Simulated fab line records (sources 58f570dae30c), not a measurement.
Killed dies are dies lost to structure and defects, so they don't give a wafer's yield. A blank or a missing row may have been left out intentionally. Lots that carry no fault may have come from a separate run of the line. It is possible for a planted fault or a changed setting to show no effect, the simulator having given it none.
fab line records | flow berkeley_cmos170 | part 1 of 2: steps 1 to 28 of 40
record lots=5 | wafers=15 | last_day=12
route steps=331 shown NSD@191 BACKSIDE@199 SDANNEAL@204 PSD@206 PLDD@208 NLDD@209 SILICIDE@210 CONTACT@216
lots that met no fault: taken from a fault-free run of the same line
start_h: hours from the record's opening day to when the first of the lot's shown wafers began | wait_h: hours from the lot's prior step to this one | " repeats the value in the row above | L1.1+2: several wafers, shown together as one row | - no value, or no start was given | * or withheld: withheld | < > ~ a bound
route shown NAME@n: NAME is a module with steps in the file, n the number in the route of the first one | usual: mean and standard deviation over wafers with no fault | same: alike in all rows | chamber/n: place in a boat | sites: each site's reading | _std_site: standard deviation across them | _edge_site: inner sites' mean taken away from outer sites' mean | radius_mm: for every site, how far away it sits from the centre of the wafer | mask NAME#n: copy n | behind: the tool/chamber that last shaped the wafer | hold: why the lot went on hold/how many hours it stayed there/how the hold came to an end | device: which transistor (n, p or np) failed to switch | end of line: the tests these same wafers got at the end of their route | where a step has no rows: the recipe by itself | killed: at the first sort, the dies lost to defects and structure; wafer yield is something else | map: shows each die of a wafer: x if killed, . if not, _ if none is there
set.NAME: the run value of the setting; set.NAME@STEP: its run value at that earlier step | model.NAME: the simulator's own value behind a step, which no gauge read
lots at selected steps of the route; one table per step, one row per wafer
services: when a tool's chamber went out of use (start_h, in hours from the record's first day, below 0 if earlier), for how many hours, and the reason
## steps
# step UCB170_NSD_PEB_04
# recipe peb_temp_c=130 | peb_time_s=withheld | resist=KrF
lot.wafer  | tool           | chamber | start_h | wait_h
L078.1+3+4 | litho_track-02 | 0       | 170.73  | 0.3
L081.3+4+5 | litho_track-03 | 0       | 193.44  | 0.1
L084.1+2+3 | litho_track-02 | 0       | 214.47  | 0.4
L089.1+3+5 | litho_track-02 | 0       | 236.02  | 0.6
L093.3+4+6 | litho_track-02 | 0       | 252.68  | 0.1
# step UCB170_NSD_DEVELOP_05
# recipe developer=TMAH | develop_time_s=45 | resist=KrF | dev_temp_c=21
# usual developer_temp_C=21.00/0.088
lot.wafer | tool           | chamber | start_h | wait_h | developer_temp_C
L078.1    | litho_track-02 | 0       | -       | -      | 21.00
L078.3    | "              | 0       | "       | "      | 21.01
L078.4    | "              | 0       | "       | "      | 20.98
L081.3    | litho_track-03 | 0       | -       | -      | 20.76
L081.4    | "              | 0       | "       | "      | 21.11
L081.5    | "              | 0       | "       | "      | 20.93
L084.1    | litho_track-02 | 0       | -       | -      | 21.01
L084.2    | "              | 0       | "       | "      | 20.90
L084.3    | "              | 0       | "       | "      | 20.91
L089.1    | litho_track-02 | 0       | -       | -      | 20.99
L089.3    | "              | 0       | "       | "      | 21.10
L089.5    | "              | 0       | "       | "      | 21.04
L093.3    | litho_track-02 | 0       | -       | -      | 20.91
L093.4    | "              | 0       | "       | "      | 21.01
L093.6    | "              | 0       | "       | "      | 21.02
# step UCB170_NSD_CD_MEAS_06
# recipe target_cd_nm=1200
# usual cd_nm=1199.6/1.3
lot.wafer | tool      | chamber | start_h | wait_h | cd_nm
L078.1    | cd_sem-01 | -       | 171.01  | -      | 1200.6
L078.3    | "         | -       | "       | "      | 1199.3
L078.4    | "         | -       | "       | "      | 1200.5
L081.3    | cd_sem-02 | -       | 193.71  | -      | 1201.0
L081.4    | "         | -       | "       | "      | 1200.8
L081.5    | "         | -       | "       | "      | 1199.0
L084.1    | cd_sem-01 | -       | 214.74  | -      | 1200.6
L084.2    | "         | -       | "       | "      | 1200.9
L084.3    | "         | -       | "       | "      | 1200.7
L089.1    | cd_sem-01 | -       | 236.29  | -      | 1203.0
L089.3    | "         | -       | "       | "      | 1201.5
L089.5    | "         | -       | "       | "      | 1202.3
L093.3    | cd_sem-01 | -       | 252.94  | -      | 1197.3
L093.4    | "         | -       | "       | "      | 1196.6
L093.6    | "         | -       | "       | "      | 1198.9
# step UCB170_NSD_OVL_MEAS_07
# usual NSD_OVL=-4/5.2
lot.wafer | tool       | chamber | start_h | wait_h | NSD_OVL[nm]
L078.1    | overlay-01 | -       | 171.13  | 0.1    | -6
L078.3    | "          | -       | "       | "      | 1
L078.4    | "          | -       | "       | "      | -4
L081.3    | overlay-02 | -       | 193.80  | 0.1    | -2
L081.4    | "          | -       | "       | "      | -6
L081.5    | "          | -       | "       | "      | -8
L084.1    | overlay-02 | -       | 214.86  | 0.1    | -3
L084.2    | "          | -       | "       | "      | -2
L084.3    | "          | -       | "       | "      | -5
L089.1    | overlay-01 | -       | 236.41  | 0.1    | -2
L089.3    | "          | -       | "       | "      | -5
L089.5    | "          | -       | "       | "      | 6
L093.3    | overlay-01 | -       | 253.03  | 0.1    | -1
L093.4    | "          | -       | "       | "      | -8
L093.6    | "          | -       | "       | "      | -3
# step UCB170_NSD_IMPLANT_08
# recipe species=P | dose_cm2=3e+15 | energy_kev=40 | tilt_deg=7
# usual beam_energy_keV=39.997/0.013
lot.wafer | tool         | chamber | start_h | wait_h | beam_energy_keV
L078.1    | implanter-01 | 0       | 171.16  | 0.0    | 39.988
L078.3    | "            | 0       | "       | "      | 39.989
L078.4    | "            | 0       | "       | "      | 40.005
L081.3    | implanter-04 | 0       | 193.87  | 0.1    | 40.004
L081.4    | "            | 0       | "       | "      | 40.003
L081.5    | "            | 0       | "       | "      | 40.005
L084.1    | implanter-02 | 0       | 214.90  | 0.0    | 39.989
L084.2    | "            | 0       | "       | "      | 40.001
L084.3    | "            | 0       | "       | "      | 39.996
L089.1    | implanter-04 | 0       | 236.45  | 0.0    | 40.024
L089.3    | "            | 0       | "       | "      | 40.026
L089.5    | "            | 0       | "       | "      | 40.001
L093.3    | implanter-04 | 0       | 253.11  | 0.1    | 40.028
L093.4    | "            | 0       | "       | "      | 40.011
L093.6    | "            | 0       | "       | "      | 40.029
# step UCB170_NSD_STRIP_09
# recipe chemistry=O2 | power_w=400 | pressure_mtorr=3500 | platen_temp_c=withheld | o2_flow_sccm=400 | overash_fraction=0.5
# usual drypump_motor_current_A=5.7/0.33 | oes_product_au=0.534/0.0047 | strip_time_to_endpoint_s=35.84/0.065
lot.wafer | tool            | chamber | start_h | wait_h | drypump_motor_current_A | oes_product_au | rf_hours_counter_h | strip_time_to_endpoint_s
L078.1    | plasma_asher-04 | 0       | 171.31  | 0.1    | 6.2                     | 0.534          | 39                 | 35.74
L078.3    | "               | 1       | "       | "      | 5.4                     | 0.525          | -                  | 35.77
L078.4    | "               | 0       | "       | "      | 6.2                     | 0.535          | -                  | 35.80
L081.3    | plasma_asher-04 | 1       | 194.00  | 0.1    | 5.4                     | 0.525          | -                  | 35.78
L081.4    | "               | 0       | "       | "      | 6.3                     | 0.537          | -                  | 35.81
L081.5    | "               | 0       | "       | "      | 6.2                     | 0.538          | -                  | 35.74
L084.1    | plasma_asher-03 | 0       | 215.05  | 0.1    | 5.5                     | 0.533          | 47                 | 35.83
L084.2    | "               | 1       | "       | "      | 5.6                     | 0.542          | 47                 | 35.83
L084.3    | "               | 1       | "       | "      | 5.6                     | 0.539          | -                  | 35.83
L089.1    | plasma_asher-03 | 1       | 236.60  | 0.1    | 5.7                     | 0.540          | 49                 | 35.85
L089.3    | "               | 0       | "       | "      | 5.5                     | 0.529          | -                  | 35.82
L089.5    | "               | 0       | "       | "      | 5.5                     | 0.529          | -                  | 35.78
L093.3    | plasma_asher-03 | 0       | 253.24  | 0.1    | 5.5                     | 0.531          | -                  | 35.83
L093.4    | "               | 1       | "       | "      | 5.6                     | 0.535          | -                  | 35.75
L093.6    | "               | 0       | "       | "      | 5.5                     | 0.528          | -                  | 35.74
# step UCB170_NSD_TW_MEAS_10
# usual NSD_TW=4191/18
lot.wafer | tool          | chamber | start_h | wait_h | NSD_TW
L078.1    | film_metro-03 | -       | 171.41  | 0.1    | 4239
L078.3    | "             | -       | "       | "      | 4236
L078.4    | "             | -       | "       | "      | 4242
L081.3    | film_metro-01 | -       | 194.09  | 0.1    | 4192
L081.4    | "             | -       | "       | "      | 4177
L081.5    | "             | -       | "       | "      | 4199
L084.1    | film_metro-01 | -       | 215.24  | 0.2    | 4184
L084.2    | "             | -       | "       | "      | 4199
L084.3    | "             | -       | "       | "      | 4155
L089.1    | film_metro-01 | -       | 236.70  | 0.1    | 4224
L089.3    | "             | -       | "       | "      | 4205
L089.5    | "             | -       | "       | "      | 4224
L093.3    | film_metro-02 | -       | 253.33  | 0.1    | 4173
L093.4    | "             | -       | "       | "      | 4185
L093.6    | "             | -       | "       | "      | 4198
# step UCB170_NSD_CLEAN_11
# recipe chemistry=SPM | temp_c=120 | time_s=600
lot.wafer  | tool         | chamber | start_h | wait_h
L078.1+3+4 | wet_bench-03 | 1       | 171.51  | 0.1
L081.3+4+5 | wet_bench-02 | 1       | 194.13  | 0.0
L084.1+2+3 | wet_bench-03 | 2       | 215.30  | 0.1
L089.1+3+5 | wet_bench-03 | 2       | 237.19  | 0.5
L093.3+4+6 | wet_bench-03 | 0       | 253.37  | 0.0
# step UCB170_BACKSIDE_HMDS_00
# recipe prime_time_s=60 | prime_temp_c=100
lot.wafer  | tool           | chamber | start_h | wait_h
L078.1+3+4 | litho_track-03 | 0       | 171.70  | 0.0
L081.3+4+5 | litho_track-03 | 0       | 194.37  | 0.1
L084.1+2+3 | litho_track-04 | 0       | 216.09  | 0.6
L089.1+3+5 | litho_track-01 | 0       | 237.36  | 0.0
L093.3+4+6 | litho_track-04 | 0       | 253.88  | 0.3
# step UCB170_BACKSIDE_COAT_01
# recipe resist=KrF | spin_rpm=1500 | resist_thk_nm=900
# usual dispense_pressure_kPa=49.5/3
lot.wafer | tool           | chamber | start_h | wait_h | dispense_pressure_kPa
L078.1    | litho_track-03 | 0       | 171.85  | 0.1    | 52.4
L078.3    | "              | 0       | "       | "      | 52.4
L078.4    | "              | 0       | "       | "      | 52.4
L081.3    | litho_track-03 | 0       | 194.52  | 0.1    | 52.4
L081.4    | "              | 0       | "       | "      | 52.4
L081.5    | "              | 0       | "       | "      | 52.4
L084.1    | litho_track-04 | 0       | 216.24  | 0.1    | 46.5
L084.2    | "              | 0       | "       | "      | 46.5
L084.3    | "              | 0       | "       | "      | 46.5
L089.1    | litho_track-01 | 0       | 237.51  | 0.1    | 52.5
L089.3    | "              | 0       | "       | "      | 52.5
L089.5    | "              | 0       | "       | "      | 52.5
L093.3    | litho_track-04 | 0       | 254.03  | 0.1    | 46.5
L093.4    | "              | 0       | "       | "      | 46.5
L093.6    | "              | 0       | "       | "      | 46.4
# step UCB170_BACKSIDE_SOFTBAKE_02
# recipe resist=KrF | temp_c=130 | time_s=60
lot.wafer  | tool           | chamber | start_h | wait_h
L078.1+3+4 | litho_track-03 | 0       | 172.00  | 0.1
L081.3+4+5 | litho_track-03 | 0       | 194.67  | 0.1
L084.1+2+3 | litho_track-04 | 0       | 216.39  | 0.1
L089.1+3+5 | litho_track-01 | 0       | 237.66  | 0.1
L093.3+4+6 | litho_track-04 | 0       | 254.18  | 0.1
# step UCB170_BACKSIDE_STRIP_03
# recipe chemistry=O2 | power_w=400 | pressure_mtorr=3500 | platen_temp_c=withheld | o2_flow_sccm=400 | overash_fraction=0.5
# usual drypump_motor_current_A=5.7/0.34 | oes_product_au=0.735/0.0044 | strip_time_to_endpoint_s=22.00/0.061
lot.wafer | tool            | chamber | start_h | wait_h | drypump_motor_current_A | oes_product_au | rf_hours_counter_h | strip_time_to_endpoint_s
L078.1    | plasma_asher-02 | 0       | 172.15  | 0.1    | 5.2                     | 0.736          | 6                  | 21.92
L078.3    | "               | 1       | "       | "      | 5.7                     | 0.726          | -                  | 21.94
L078.4    | "               | 0       | "       | "      | 5.2                     | 0.733          | -                  | 21.94
L081.3    | plasma_asher-02 | 1       | 194.81  | 0.1    | 5.7                     | 0.731          | -                  | 21.95
L081.4    | "               | 0       | "       | "      | 5.3                     | 0.736          | -                  | 21.94
L081.5    | "               | 1       | "       | "      | 5.8                     | 0.738          | -                  | 21.90
L084.1    | plasma_asher-01 | 0       | 216.54  | 0.1    | 5.9                     | 0.736          | 54                 | 22.09
L084.2    | "               | 1       | "       | "      | 5.5                     | 0.739          | 54                 | 22.07
L084.3    | "               | 0       | "       | "      | 5.9                     | 0.735          | -                  | 22.13
L089.1    | plasma_asher-04 | 0       | 237.81  | 0.1    | 6.2                     | 0.734          | 46                 | 21.91
L089.3    | "               | 1       | "       | "      | 5.4                     | 0.727          | -                  | 21.94
L089.5    | "               | 0       | "       | "      | 6.2                     | 0.736          | -                  | 21.94
L093.3    | plasma_asher-01 | 1       | 254.31  | 0.1    | 5.5                     | 0.735          | -                  | 22.11
L093.4    | "               | 0       | "       | "      | 5.9                     | 0.736          | -                  | 22.06
L093.6    | "               | 0       | "       | "      | 5.9                     | 0.736          | -                  | 21.99
# step UCB170_BACKSIDE_CLEAN_04
# recipe chemistry=SPM | temp_c=120 | time_s=600
lot.wafer  | tool         | chamber | start_h | wait_h
L078.1+3+4 | wet_bench-03 | 3       | 172.51  | 0.3
L081.3+4+5 | wet_bench-03 | 1       | 194.87  | 0.0
L084.1+2+3 | wet_bench-03 | 2       | 216.64  | 0.1
L089.1+3+5 | wet_bench-03 | 0       | 237.91  | 0.1
L093.3+4+6 | wet_bench-02 | 3       | 254.38  | 0.0
# step UCB170_SDANNEAL_RTA_00
# recipe temp_c=900 | time_s=10 | ambient=N2
# usual lamp_power_pct=21.89/0.031 | wafer_temp_C_max=904.6/1.6
lot.wafer | tool          | chamber | start_h | wait_h | lamp_power_pct | wafer_temp_C_max
L078.1    | rtp_anneal-01 | 0       | 172.70  | 0.0    | 21.90          | 905.1
L078.3    | "             | 0       | "       | "      | 21.90          | 904.4
L078.4    | "             | 0       | "       | "      | 21.89          | 905.0
L081.3    | rtp_anneal-02 | 0       | 195.09  | 0.0    | 21.89          | 903.8
L081.4    | "             | 0       | "       | "      | 21.85          | 903.6
L081.5    | "             | 0       | "       | "      | 21.87          | 903.4
L084.1    | rtp_anneal-01 | 0       | 216.84  | 0.0    | 21.93          | 905.5
L084.2    | "             | 0       | "       | "      | 21.90          | 906.8
L084.3    | "             | 0       | "       | "      | 21.90          | 904.8
L089.1    | rtp_anneal-02 | 0       | 238.09  | 0.0    | 21.85          | 904.4
L089.3    | "             | 0       | "       | "      | 21.87          | 902.9
L089.5    | "             | 0       | "       | "      | 21.86          | 904.5
L093.3    | rtp_anneal-02 | 0       | 254.58  | 0.0    | 21.89          | 903.0
L093.4    | "             | 0       | "       | "      | 21.87          | 902.6
L093.6    | "             | 0       | "       | "      | 21.89          | 903.6
# step UCB170_SDANNEAL_RTA_01
# recipe temp_c=1050 | time_s=5 | ambient=N2
# usual lamp_power_pct=33.79/0.043 | wafer_temp_C_max=1055.3/1.9
lot.wafer | tool          | chamber | start_h | wait_h | lamp_power_pct | wafer_temp_C_max
L078.1    | rtp_anneal-01 | 0       | 172.77  | 0.1    | 33.77          | 1056.5
L078.3    | "             | 0       | "       | "      | 33.81          | 1056.3
L078.4    | "             | 0       | "       | "      | 33.84          | 1057.3
L081.3    | rtp_anneal-02 | 0       | 195.15  | 0.1    | 33.77          | 1055.9
L081.4    | "             | 0       | "       | "      | 33.74          | 1054.0
L081.5    | "             | 0       | "       | "      | 33.81          | 1054.7
L084.1    | rtp_anneal-01 | 0       | 216.90  | 0.1    | 33.84          | 1056.1
L084.2    | "             | 0       | "       | "      | 33.77          | 1057.4
L084.3    | "             | 0       | "       | "      | 33.77          | 1055.6
L089.1    | rtp_anneal-02 | 0       | 238.15  | 0.1    | 33.77          | 1054.3
L089.3    | "             | 0       | "       | "      | 33.74          | 1053.8
L089.5    | "             | 0       | "       | "      | 33.75          | 1054.2
L093.3    | rtp_anneal-02 | 0       | 254.64  | 0.1    | 33.77          | 1051.8
L093.4    | "             | 0       | "       | "      | 33.71          | 1053.3
L093.6    | "             | 0       | "       | "      | 33.78          | 1052.3
# step UCB170_SDANNEAL_RS_MEAS_02
# recipe thk_meas_gauge=four-point-probe
# usual PSD_RS=75.9/0.35
lot.wafer | tool          | chamber | start_h | wait_h | PSD_RS[ohm/sq]
L078.1    | film_metro-02 | -       | 172.83  | 0.0    | 76.1
L078.3    | "             | -       | "       | "      | 76.1
L078.4    | "             | -       | "       | "      | 75.9
L081.3    | film_metro-01 | -       | 195.23  | 0.1    | 75.9
L081.4    | "             | -       | "       | "      | 75.8
L081.5    | "             | -       | "       | "      | 75.9
L084.1    | film_metro-03 | -       | 216.96  | 0.0    | 75.2
L084.2    | "             | -       | "       | "      | 75.0
L084.3    | "             | -       | "       | "      | 75.3
L089.1    | film_metro-03 | -       | 238.21  | 0.0    | 76.0
L089.3    | "             | -       | "       | "      | 76.0
L089.5    | "             | -       | "       | "      | 75.9
L093.3    | film_metro-01 | -       | 254.72  | 0.1    | 76.0
L093.4    | "             | -       | "       | "      | 76.1
L093.6    | "             | -       | "       | "      | 76.2
# step UCB170_SDANNEAL_RS_MEAS_03
# recipe thk_meas_gauge=four-point-probe
# usual NSD_RS=37.23/0.084
lot.wafer | tool          | chamber | start_h | wait_h | NSD_RS[ohm/sq]
L078.1    | film_metro-02 | -       | 172.95  | 0.1    | 37.21
L078.3    | "             | -       | "       | "      | 37.15
L078.4    | "             | -       | "       | "      | 37.15
L081.3    | film_metro-01 | -       | 195.35  | 0.1    | 37.20
L081.4    | "             | -       | "       | "      | 37.17
L081.5    | "             | -       | "       | "      | 37.24
L084.1    | film_metro-03 | -       | 217.08  | 0.1    | 37.16
L084.2    | "             | -       | "       | "      | 37.15
L084.3    | "             | -       | "       | "      | 37.26
L089.1    | film_metro-03 | -       | 238.33  | 0.1    | 37.25
L089.3    | "             | -       | "       | "      | 37.18
L089.5    | "             | -       | "       | "      | 37.33
L093.3    | film_metro-01 | -       | 254.84  | 0.1    | 37.23
L093.4    | "             | -       | "       | "      | 37.42
L093.6    | "             | -       | "       | "      | 37.28
# step UCB170_SDANNEAL_RS_MEAS_04
# recipe thk_meas_gauge=four-point-probe
# usual PLDD_RS=1031/3.1
lot.wafer | tool          | chamber | start_h | wait_h | PLDD_RS[ohm/sq]
L078.1    | film_metro-02 | -       | 173.07  | 0.1    | 1036
L078.3    | "             | -       | "       | "      | 1032
L078.4    | "             | -       | "       | "      | 1033
L081.3    | film_metro-01 | -       | 195.47  | 0.1    | 1031
L081.4    | "             | -       | "       | "      | 1029
L081.5    | "             | -       | "       | "      | 1029
L084.1    | film_metro-03 | -       | 217.20  | 0.1    | 1032
L084.2    | "             | -       | "       | "      | 1031
L084.3    | "             | -       | "       | "      | 1032
L089.1    | film_metro-03 | -       | 238.45  | 0.1    | 1032
L089.3    | "             | -       | "       | "      | 1030
L089.5    | "             | -       | "       | "      | 1032
L093.3    | film_metro-01 | -       | 254.96  | 0.1    | 1038
L093.4    | "             | -       | "       | "      | 1034
L093.6    | "             | -       | "       | "      | 1031
# step UCB170_SDANNEAL_RS_MEAS_05
# recipe thk_meas_gauge=four-point-probe
# usual NLDD_RS=615.6/1.5
lot.wafer | tool          | chamber | start_h | wait_h | NLDD_RS[ohm/sq]
L078.1    | film_metro-02 | -       | 173.19  | 0.1    | 615.9
L078.3    | "             | -       | "       | "      | 614.9
L078.4    | "             | -       | "       | "      | 615.2
L081.3    | film_metro-01 | -       | 195.59  | 0.1    | 617.4
L081.4    | "             | -       | "       | "      | 616.8
L081.5    | "             | -       | "       | "      | 615.1
L084.1    | film_metro-03 | -       | 217.32  | 0.1    | 614.5
L084.2    | "             | -       | "       | "      | 616.7
L084.3    | "             | -       | "       | "      | 614.5
L089.1    | film_metro-03 | -       | 238.57  | 0.1    | 615.6
L089.3    | "             | -       | "       | "      | 617.9
L089.5    | "             | -       | "       | "      | 615.1
L093.3    | film_metro-01 | -       | 255.08  | 0.1    | 613.7
L093.4    | "             | -       | "       | "      | 613.2
L093.6    | "             | -       | "       | "      | 615.0
# step UCB170_SILICIDE_PRE_CLEAN_00
# recipe gas=Ar | preclean_etch_time_s=60
lot.wafer  | tool           | chamber | start_h | wait_h
L078.1+3+4 | pvd_sputter-03 | -       | 173.31  | 0.1
L081.3+4+5 | pvd_sputter-04 | -       | 195.67  | 0.1
L084.1+2+3 | pvd_sputter-02 | -       | 217.44  | 0.1
L089.1+3+5 | pvd_sputter-02 | -       | 238.69  | 0.1
L093.3+4+6 | pvd_sputter-04 | -       | 255.16  | 0.1
# step UCB170_SILICIDE_SPUTTER_01
# recipe material=Ti | target_thk_nm=30 | time_s=23.75 | power_w=1500 | chamber_pressure_pa=0.5
# usual chamber_pressure_pa=0.5001/0.001 | throttle_valve_pct=29.6/0.75
lot.wafer | tool           | chamber | start_h | wait_h | chamber_pressure_pa | throttle_valve_pct
L078.1    | pvd_sputter-03 | -       | 173.38  | 0.0    | 0.4983              | 29.0
L078.3    | "              | -       | "       | "      | 0.4990              | 29.6
L078.4    | "              | -       | "       | "      | 0.5004              | 30.5
L081.3    | pvd_sputter-04 | -       | 195.73  | 0.0    | 0.4991              | 28.6
L081.4    | "              | -       | "       | "      | 0.5005              | 30.0
L081.5    | "              | -       | "       | "      | 0.4993              | 29.7
L084.1    | pvd_sputter-02 | -       | 217.51  | 0.0    | 0.5003              | 30.0
L084.2    | "              | -       | "       | "      | 0.5009              | 28.2
L084.3    | "              | -       | "       | "      | 0.5001              | 29.6
L089.1    | pvd_sputter-02 | -       | 238.76  | 0.0    | 0.5006              | 28.4
L089.3    | "              | -       | "       | "      | 0.5008              | 29.6
L089.5    | "              | -       | "       | "      | 0.4989              | 29.7
L093.3    | pvd_sputter-04 | -       | 255.23  | 0.0    | 0.5001              | 28.9
L093.4    | "              | -       | "       | "      | 0.4990              | 30.5
L093.6    | "              | -       | "       | "      | 0.4993              | 31.1
# step UCB170_SILICIDE_RS_MEAS_02
# recipe thk_meas_gauge=four-point-probe | reads=Ti_of_SILICIDE_SPUTTER_01
# usual SILICIDE_TI_RS=27.7/0.41
lot.wafer | tool          | chamber | start_h | wait_h | SILICIDE_TI_RS[ohm/sq]
L078.1    | film_metro-02 | -       | 173.41  | 0.0    | 28.4
L078.3    | "             | -       | "       | "      | 27.9
L078.4    | "             | -       | "       | "      | 28.0
L081.3    | film_metro-04 | -       | 195.81  | 0.1    | 28.1
L081.4    | "             | -       | "       | "      | 28.4
L081.5    | "             | -       | "       | "      | 28.2
L084.1    | film_metro-02 | -       | 217.54  | 0.0    | 26.9
L084.2    | "             | -       | "       | "      | 27.4
L084.3    | "             | -       | "       | "      | 27.8
L089.1    | film_metro-04 | -       | 238.79  | 0.0    | 27.8
L089.3    | "             | -       | "       | "      | 28.0
L089.5    | "             | -       | "       | "      | 28.1
L093.3    | film_metro-04 | -       | 255.30  | 0.1    | 27.6
L093.4    | "             | -       | "       | "      | 27.2
L093.6    | "             | -       | "       | "      | 27.2
# step UCB170_SILICIDE_THK_MEAS_03
# recipe thk_meas_gauge=xrf | reads=Ti_of_SILICIDE_SPUTTER_01
# usual SILICIDE_TI_THK=27.9/0.36
lot.wafer | tool          | chamber | start_h | wait_h | SILICIDE_TI_THK[nm]
L078.1    | film_metro-02 | -       | 173.53  | 0.1    | 27.5
L078.3    | "             | -       | "       | "      | 27.9
L078.4    | "             | -       | "       | "      | 27.6
L081.3    | film_metro-04 | -       | 195.91  | 0.1    | 27.6
L081.4    | "             | -       | "       | "      | 27.4
L081.5    | "             | -       | "       | "      | 27.6
L084.1    | film_metro-02 | -       | 217.66  | 0.1    | 28.6
L084.2    | "             | -       | "       | "      | 28.1
L084.3    | "             | -       | "       | "      | 27.6
L089.1    | film_metro-04 | -       | 238.91  | 0.1    | 28.0
L089.3    | "             | -       | "       | "      | 27.8
L089.5    | "             | -       | "       | "      | 27.8
L093.3    | film_metro-04 | -       | 255.40  | 0.1    | 28.1
L093.4    | "             | -       | "       | "      | 28.3
L093.6    | "             | -       | "       | "      | 28.4
# step UCB170_SILICIDE_RTA_04
# recipe temp_c=650 | time_s=15 | ambient=N2
# usual lamp_power_pct=9.382/0.012 | wafer_temp_C_max=653.3/1.3
lot.wafer | tool          | chamber | start_h | wait_h | lamp_power_pct | wafer_temp_C_max
L078.1    | rtp_anneal-01 | 0       | 173.59  | 0.1    | 9.397          | 654.9
L078.3    | "             | 0       | "       | "      | 9.395          | 655.6
L078.4    | "             | 0       | "       | "      | 9.391          | 654.5
L081.3    | rtp_anneal-02 | 0       | 195.97  | 0.1    | 9.373          | 652.1
L081.4    | "             | 0       | "       | "      | 9.382          | 652.3
L081.5    | "             | 0       | "       | "      | 9.383          | 651.9
L084.1    | rtp_anneal-01 | 0       | 217.72  | 0.1    | 9.383          | 653.5
L084.2    | "             | 0       | "       | "      | 9.382          | 654.8
L084.3    | "             | 0       | "       | "      | 9.387          | 655.0
L089.1    | rtp_anneal-01 | 0       | 238.97  | 0.1    | 9.396          | 654.9
L089.3    | "             | 0       | "       | "      | 9.397          | 654.3
L089.5    | "             | 0       | "       | "      | 9.393          | 654.6
L093.3    | rtp_anneal-02 | 0       | 255.46  | 0.1    | 9.381          | 652.8
L093.4    | "             | 0       | "       | "      | 9.372          | 652.9
L093.6    | "             | 0       | "       | "      | 9.365          | 652.0
# step UCB170_SILICIDE_WET_ETCH_05
# recipe chemistry=SPM | time_s=45 | temp_c=120 | target=Ti
lot.wafer  | tool         | chamber | start_h | wait_h
L078.1+3+4 | wet_bench-03 | 1       | 173.66  | 0.1
L081.3+4+5 | wet_bench-03 | 1       | 196.16  | 0.2
L084.1+2+3 | wet_bench-03 | 1       | 217.90  | 0.2
L089.1+3+5 | wet_bench-03 | 1       | 239.16  | 0.2
L093.3+4+6 | wet_bench-03 | 3       | 255.56  | 0.1
# step UCB170_CONTACT_CLEAN_00
# recipe chemistry=SPM | temp_c=120 | time_s=600
lot.wafer  | tool         | chamber | start_h | wait_h
L078.1+3+4 | wet_bench-03 | 1       | 173.68  | 0.0
L081.3+4+5 | wet_bench-03 | 3       | 196.18  | 0.0
L084.1+2+3 | wet_bench-03 | 1       | 217.92  | 0.0
L089.1+3+5 | wet_bench-03 | 1       | 239.19  | 0.0
L093.3+4+6 | wet_bench-03 | 1       | 255.58  | 0.0
# step UCB170_CONTACT_CVD_01
# recipe material=PSG | target_thk_nm=700 | temp_c=450 | precursor=SiH4/O2/PH3 | time_s=2820 | pressure_mtorr=300 | sih4_flow_sccm=60 | o2_flow_sccm=90 | ph3_flow_sccm=25
# usual sih4_flow_sccm=60.02/0.18 | spike_tc_load_C=468.6/2.3 | zone_power_load_pct=6.9/0.61
lot.wafer | tool     | chamber | start_h | wait_h | sih4_flow_sccm | spike_tc_load_C | zone_power_load_pct
L078.1    | lpcvd-02 | 0       | 173.87  | 0.0    | 60.19          | 467.9           | 7.1
L078.3    | "        | 0       | "       | "      | 59.83          | 469.1           | 7.0
L078.4    | "        | 0       | "       | "      | 60.22          | 469.6           | 7.2
L081.3    | lpcvd-02 | 1       | 196.37  | 0.0    | 59.94          | 472.4           | 7.2
L081.4    | "        | 1       | "       | "      | 59.88          | 469.7           | 7.1
L081.5    | "        | 1       | "       | "      | 60.10          | 470.9           | 7.1
L084.1    | lpcvd-01 | 0       | 218.11  | 0.0    | 59.94          | 465.7           | 6.3
L084.2    | "        | 0       | "       | "      | 59.66          | 466.6           | 6.2
L084.3    | "        | 0       | "       | "      | 60.19          | 467.4           | 6.3
L089.1    | lpcvd-01 | 1       | 240.65  | 1.3    | 59.72          | 467.8           | 7.9
L089.3    | "        | 1       | "       | "      | 59.95          | 467.2           | 7.8
L089.5    | "        | 1       | "       | "      | 59.88          | 467.3           | 7.9
L093.3    | lpcvd-01 | 0       | 255.75  | 0.0    | 59.95          | 465.2           | 6.3
L093.4    | "        | 0       | "       | "      | 60.09          | 464.3           | 6.3
L093.6    | "        | 0       | "       | "      | 60.28          | 465.8           | 6.1
# step UCB170_CONTACT_THK_MEAS_02
# recipe reads=PSG_of_CONTACT_CVD_01
# usual CONTACT_PSG_THK=698/7.2
lot.wafer | tool          | chamber | start_h | wait_h | CONTACT_PSG_THK[nm]
L078.1    | film_metro-01 | -       | 176.55  | 0.0    | 706
L078.3    | "             | -       | "       | "      | 713
L078.4    | "             | -       | "       | "      | 710
L081.3    | film_metro-04 | -       | 198.18  | 0.0    | 702
L081.4    | "             | -       | "       | "      | 704
L081.5    | "             | -       | "       | "      | 699
L084.1    | film_metro-02 | -       | 219.90  | 0.0    | 693
L084.2    | "             | -       | "       | "      | 698
L084.3    | "             | -       | "       | "      | 703
L089.1    | film_metro-02 | -       | 243.32  | 0.0    | 692
L089.3    | "             | -       | "       | "      | 688
L089.5    | "             | -       | "       | "      | 691
L093.3    | film_metro-02 | -       | 257.57  | 0.0    | 690
L093.4    | "             | -       | "       | "      | 691
L093.6    | "             | -       | "       | "      | 693
